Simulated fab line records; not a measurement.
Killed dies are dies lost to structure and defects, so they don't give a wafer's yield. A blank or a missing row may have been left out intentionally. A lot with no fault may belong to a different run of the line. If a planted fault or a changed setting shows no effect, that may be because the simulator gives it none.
fab line records | flow rit_cmos | part 2 of 2: steps 25 to 26 of 26
[record] lots = 5 wafers = 23
route steps=202 shown GATE@87 NLDD@111 SPACER@128 NSD@132 PSD@150 SILICIDE@162 M1@202
start_h: hours from the record's first day to the start of the lot's first wafer shown | wait_h: hours elapsed since this lot's preceding step | " repeats the value in the row above | L1.1+2: a row that stands for several wafers | - no value present, or no start provided | * or withheld: withheld | < > ~ a bound
route shown NAME@n: NAME is a module with steps in the file, n the number in the route of the first one | usual: the fault-free wafers' mean and standard deviation | same: alike in all rows | chamber/n: place in a boat | sites: each site's reading | _std_site: standard deviation of those values | _edge_site: mean of outer sites minus mean of inner sites | radius_mm: how far each site lies from the wafer's centre | mask NAME#n: copy n | behind: the last tool/chamber to shape the wafer | hold: what put the lot on hold/how long, in hours/how the hold closed | device: whichever transistor did not switch (one of n, p or np) | end of line: at the end of the route, the tests of the same wafers | where a step has no rows: the recipe by itself | killed: count of dies lost to structure and defects at first sort (not the wafer's yield) | map: shows each die of a wafer: x if killed, . if not, _ if none is there
set.NAME: the setting that was run; set.NAME@STEP: the one run at that earlier step | model.NAME: the simulator's own value behind a step, which no gauge read
one table per step and one row per wafer, for lots whose settings were changed on purpose
[[steps]]
[step RIT_SILICIDE_THK_MEAS_03]
[recipe] thk_meas_gauge = xrf reads = Ti_of_SILICIDE_SPUTTER_01
[usual] SILICIDE_TI_THK = 29.9/0.38
// columns lot.wafer tool chamber start_h wait_h set.power_w@SILICIDE_SPUTTER_01 SILICIDE_TI_THK[nm]
L078.2 film_metro-04 - 78.45 0.1 350 30.0
L078.3 " - " " 320.7 27.9
L078.4 " - " " 350 30.1
L078.5 " - " " 320.7 27.4
L078.6 " - " " 350 30.0
L079.2 film_metro-02 - 84.13 0.1 350 30.2
L079.3 " - " " 350 29.7
L079.6 " - " " 350 29.9
L080.1 film_metro-02 - 86.83 0.1 384.4 32.6
L080.2 " - " " 350 30.2
L080.4 " - " " 384.4 33.0
L080.5 " - " " 350 29.6
L080.6 " - " " 350 30.1
L083.1 film_metro-01 - 100.07 0.1 370.3 32.2
L083.2 " - " " 350 31.2
L083.3 " - " " 370.3 32.1
L083.4 " - " " 350 30.5
L083.6 " - " " 370.3 31.8
L084.2 film_metro-01 - 107.21 0.1 350 29.2
L084.3 " - " " 371 31.5
L084.4 " - " " 350 29.8
L084.5 " - " " 350 29.9
L084.6 " - " " 371 31.6
[step RIT_M1_PROBE_99]
[usual] killed_at_M0_to_M3 = 0.0/0.16 killed_at_contacts = 0.1/0.28 killed_at_front_end = 6.1/2.6 killed_dies = 6.2/2.6 killed_open = 3.1/1.8 killed_short = 3.2/2
[same] gross_dies = 264 killed_at_M4_up = 0 killed_at_back_side = 0 killed_at_other = 0
// columns lot.wafer tool chamber start_h wait_h set.dose_mj@GATE_EXPOSE_13 killed_at_M0_to_M3 killed_at_contacts killed_at_front_end killed_dies killed_open killed_short model.etest.nmos_0p15.drive_ua_um model.etest.nmos_turned.drive_ua_um model.etest.pmos_0p15.drive_ua_um model.etest.pmos_0p15.r_on_ohm_um model.etest.pmos_0p3.r_on_ohm_um model.etest.pmos_turned.r_on_ohm_um
L078.2 prober-01 - 85.43 0.1 380 0 0 4 4 3 1 497.2 384.6 272.3 2602 5956 3113
L078.3 prober-01 - 85.48 0.2 357 0 0 233 233 3 1 377.6 305.8 195.8 3463 6556 3980
L078.4 prober-01 - 85.53 0.2 380 0 0 7 7 2 5 473 359.6 264.4 2698 6069 3221
L078.5 prober-01 - 85.58 0.2 380 0 0 11 11 2 9 497.9 376.4 270.1 2624 6096 3122
L078.6 prober-01 - 85.63 0.2 357 0 0 182 182 2 5 - - - - - -
L079.2 prober-02 - 90.84 0.1 380 0 0 4 4 1 3 459.3 329.7 244.5 2874 6409 3565
L079.3 prober-02 - 90.89 0.2 380 1 0 2 3 2 1 463.9 331.4 247.1 2908 6405 3604
L079.6 prober-02 - 91.04 0.2 380 0 0 1 1 0 1 480 337.3 256.5 2804 6378 3445
L080.1 prober-01 - 93.61 0.1 406.3 0 0 200 200 5 1 624.7 407.1 351.4 2174 6010 2838
L080.2 prober-01 - 93.66 0.1 380 0 0 6 6 5 1 451 317.2 235.2 3070 6568 3751
L080.4 prober-01 - 93.76 0.2 380 0 0 11 11 5 6 474.3 328.2 252 2850 6328 3589
L080.5 prober-01 - 93.81 0.2 406.3 0 1 249 250 2 3 658.8 426.1 375.4 2114 5994 2756
L080.6 prober-01 - 93.86 0.2 406.3 0 0 248 248 2 1 - 440.4 372.1 2123 6035 2825
L083.1 prober-02 - 106.86 0.1 395.6 0 0 30 30 2 3 561.2 329.6 318.1 2328 6022 3145
L083.2 prober-02 - 106.91 0.1 380 0 0 5 5 1 4 483.9 304.3 272.8 2589 6067 3387
L083.3 prober-02 - 106.96 0.2 395.6 0 0 62 62 4 3 573.6 337.6 334.5 2260 5951 3057
L083.4 prober-02 - 107.01 0.2 380 0 0 7 7 2 5 463.6 295.2 260.3 2788 6264 3597
L083.6 prober-02 - 107.11 0.2 380 0 0 2 2 1 1 481.4 305.3 268 2646 6121 3444
L084.2 prober-01 - 113.85 0.1 380 0 0 5 5 3 2 480.5 364.6 270.1 2648 6185 3163
L084.3 prober-01 - 113.90 0.2 380 0 0 3 3 2 1 468.2 358.6 261.5 2729 6274 3218
L084.4 prober-01 - 113.95 0.2 380 1 0 6 7 1 6 471.7 362.8 263.2 2681 6249 3195
L084.5 prober-01 - 114.00 0.2 380 0 0 6 6 6 0 470.5 370 264.1 2662 6303 3125
L084.6 prober-01 - 114.05 0.2 380 0 0 11 11 5 6 470.7 366.6 263.8 2667 6271 3167
// killed by level:class
L078.2 GATE:geometric_particle:open=1 GATE:geometric_particle:short=1 REOX:geometric_particle:open=1 SPACER:geometric_particle:open=1
L078.3 GATE:area_expose=229 SILICIDE:geometric_particle:open=2 GATE:geometric_particle:open=1 GATE:geometric_particle:short=1
L078.4 GATE:geometric_particle:short=5 SPACER:geometric_particle:open=1 SILICIDE:geometric_particle:open=1
L078.5 GATE:geometric_particle:short=6 GATE:geometric_particle:open=2 FOX1:geometric_particle:short=1 FOX2:geometric_particle:short=1 SILICIDE:geometric_particle:short=1
L078.6 GATE:area_expose=175 GATE:geometric_particle:short=2 SILICIDE:geometric_particle:short=2 GATE:geometric_particle:open=1 REOX:geometric_particle:short=1 REOX:geometric_particle:open=1
L079.2 GATE:geometric_particle:short=3 REOX:geometric_particle:open=1
L079.3 REOX:geometric_particle:open=1 SILICIDE:geometric_particle:open=1 M1:geometric_particle:short=1
L079.6 FOX2:geometric_particle:short=1
L080.1 GATE:area_expose=194 GATE:geometric_particle:open=5 GATE:geometric_particle:short=1
L080.2 FOX1:geometric_particle:open=2 FOX2:geometric_particle:open=2 FOX2:geometric_particle:short=1 GATE:geometric_particle:open=1
L080.4 GATE:geometric_particle:open=3 GATE:geometric_particle:short=3 FOX1:geometric_particle:short=1 FOX1:geometric_particle:open=1 FOX2:geometric_particle:short=1 REOX:geometric_particle:short=1 SILICIDE:geometric_particle:open=1
L080.5 GATE:area_expose=245 GATE:geometric_particle:short=1 GATE:geometric_particle:open=1 REOX:geometric_particle:short=1 SILICIDE:geometric_particle:short=1 CONTACT:geometric_particle:open=1
L080.6 GATE:area_expose=245 FOX1:geometric_particle:open=1 GATE:geometric_particle:short=1 SPACER:geometric_particle:open=1
L083.1 GATE:area_expose=25 FOX1:geometric_particle:short=2 GATE:geometric_particle:open=1 SPACER:geometric_particle:open=1 SILICIDE:geometric_particle:short=1
L083.2 GATE:geometric_particle:short=2 REOX:geometric_particle:short=1 SILICIDE:geometric_particle:short=1 SILICIDE:geometric_particle:open=1
L083.3 GATE:area_expose=55 FOX1:geometric_particle:open=3 FOX1:geometric_particle:short=1 GATE:geometric_particle:short=1 SPACER:geometric_particle:open=1 SILICIDE:geometric_particle:short=1
L083.4 SPACER:geometric_particle:short=3 SILICIDE:geometric_particle:short=2 FOX1:geometric_particle:open=1 SPACER:geometric_particle:open=1
L083.6 FOX1:geometric_particle:open=1 GATE:geometric_particle:short=1
L084.2 FOX1:geometric_particle:open=1 GATE:geometric_particle:short=1 REOX:geometric_particle:open=1 REOX:geometric_particle:short=1 SILICIDE:geometric_particle:open=1
L084.3 FOX1:geometric_particle:short=1 FOX1:geometric_particle:open=1 GATE:geometric_particle:open=1
L084.4 FOX1:geometric_particle:short=2 REOX:geometric_particle:short=2 GATE:geometric_particle:open=1 SPACER:geometric_particle:short=1 M1:geometric_particle:short=1
L084.5 GATE:geometric_particle:open=3 SILICIDE:geometric_particle:open=3
L084.6 GATE:geometric_particle:short=4 GATE:geometric_particle:open=2 FOX2:geometric_particle:open=1 REOX:geometric_particle:short=1 SPACER:geometric_particle:open=1 SILICIDE:geometric_particle:open=1 SILICIDE:geometric_particle:short=1
[[key]]
[split] step = RIT_GATE_COAT_11 setting = spin_rpm stated = 4250 by = wafer
[response] step = RIT_GATE_COAT_11 reading = model.NOVOLAK_of_GATE_COAT_11.thk_nm change = -4.15 per = 1% r = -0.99
[response] step = RIT_GATE_HARDBAKE_18 reading = model.NOVOLAK_of_GATE_COAT_11.thk_nm change = -3.63 per = 1% r = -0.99
[split] step = RIT_GATE_EXPOSE_13 setting = dose_mj stated = 380 by = wafer
[response] step = RIT_GATE_CD_MEAS_16 reading = cd_nm change = -5.02 per = 1% r = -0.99
[response] step = RIT_GATE_ETCH_19 reading = model.GATE.cd_nm change = -5.01 per = 1% r = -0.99
[response] step = RIT_GATE_CD_MEAS_90 reading = cd_nm change = -5.01 per = 1% r = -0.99
[response] step = RIT_M1_PROBE_99 reading = model.etest.pmos_turned.r_on_ohm_um change = -122 per = 1% r = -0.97
[response] step = RIT_M1_PROBE_99 reading = model.etest.pmos_0p15.r_on_ohm_um change = -118 per = 1% r = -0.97
[response] step = RIT_M1_PROBE_99 reading = model.etest.pmos_0p3.r_on_ohm_um change = -64.3 per = 1% r = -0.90
[response] step = RIT_M1_PROBE_99 reading = model.etest.pmos_0p15.drive_ua_um change = +15.6 per = 1% r = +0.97
[response] step = RIT_M1_PROBE_99 reading = model.etest.nmos_0p15.drive_ua_um change = +23 per = 1% r = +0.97
[split] step = RIT_NLDD_IMPLANT_08 setting = dose_cm2 stated = 5e+14 by = wafer
[response] step = RIT_SDANNEAL_RS_MEAS_07 reading = NLDD_RS change = -1.3 per = 1% r = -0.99
[split] step = RIT_SPACER_CVD_03 setting = pressure_mtorr stated = 300 by = lot
[response] step = RIT_SPACER_CVD_03 reading = model.Si3N4_of_SPACER_CVD_03.thk_nm change = +0.772 per = 1% r = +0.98
[response] step = RIT_SPACER_THK_MEAS_04 reading = SPACER_NITRIDE_THK change = +0.775 per = 1% r = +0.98
[response] step = RIT_SPACER_ETCHBACK_05 reading = model.etch.depth_nm change = +0.772 per = 1% r = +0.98
[split] step = RIT_NSD_COAT_01 setting = resist_thk_nm stated = 1000 by = wafer
[response] step = RIT_NSD_COAT_01 reading = model.NOVOLAK_of_NSD_COAT_01.thk_nm change = +10.2 per = 1% r = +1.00
[response] step = RIT_NSD_HARDBAKE_07 reading = model.NOVOLAK_of_NSD_COAT_01.thk_nm change = +8.95 per = 1% r = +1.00
[split] step = RIT_NSD_IMPLANT_08 setting = energy_kev stated = 25 by = wafer
[response] step = RIT_NSD_IMPLANT_08 reading = model.implant.rp_nm change = +0.22 per = 1% r = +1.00
[response] step = RIT_NSD_IMPLANT_08 reading = model.implant.drp_nm change = +0.0889 per = 1% r = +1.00
[split] step = RIT_PSD_IMPLANT_08 setting = dose_cm2 stated = 5e+15 by = wafer
response none clear
[split] step = RIT_SILICIDE_SPUTTER_01 setting = power_w stated = 350 by = wafer
[response] step = RIT_SILICIDE_SPUTTER_01 reading = model.Ti_of_SILICIDE_SPUTTER_01.thk_nm change = +0.275 per = 1% r = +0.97
[response] step = RIT_SILICIDE_RS_MEAS_02 reading = SILICIDE_TI_RS change = -0.546 per = 1% r = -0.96
[response] step = RIT_SILICIDE_THK_MEAS_03 reading = SILICIDE_TI_THK change = +0.284 per = 1% r = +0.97
split outside_this_file step=RIT_GATE_CVD_08 setting=sih4_flow_sccm
// split outside_this_file: this setting was split too, and the file shows its column; the key of that split is in another file
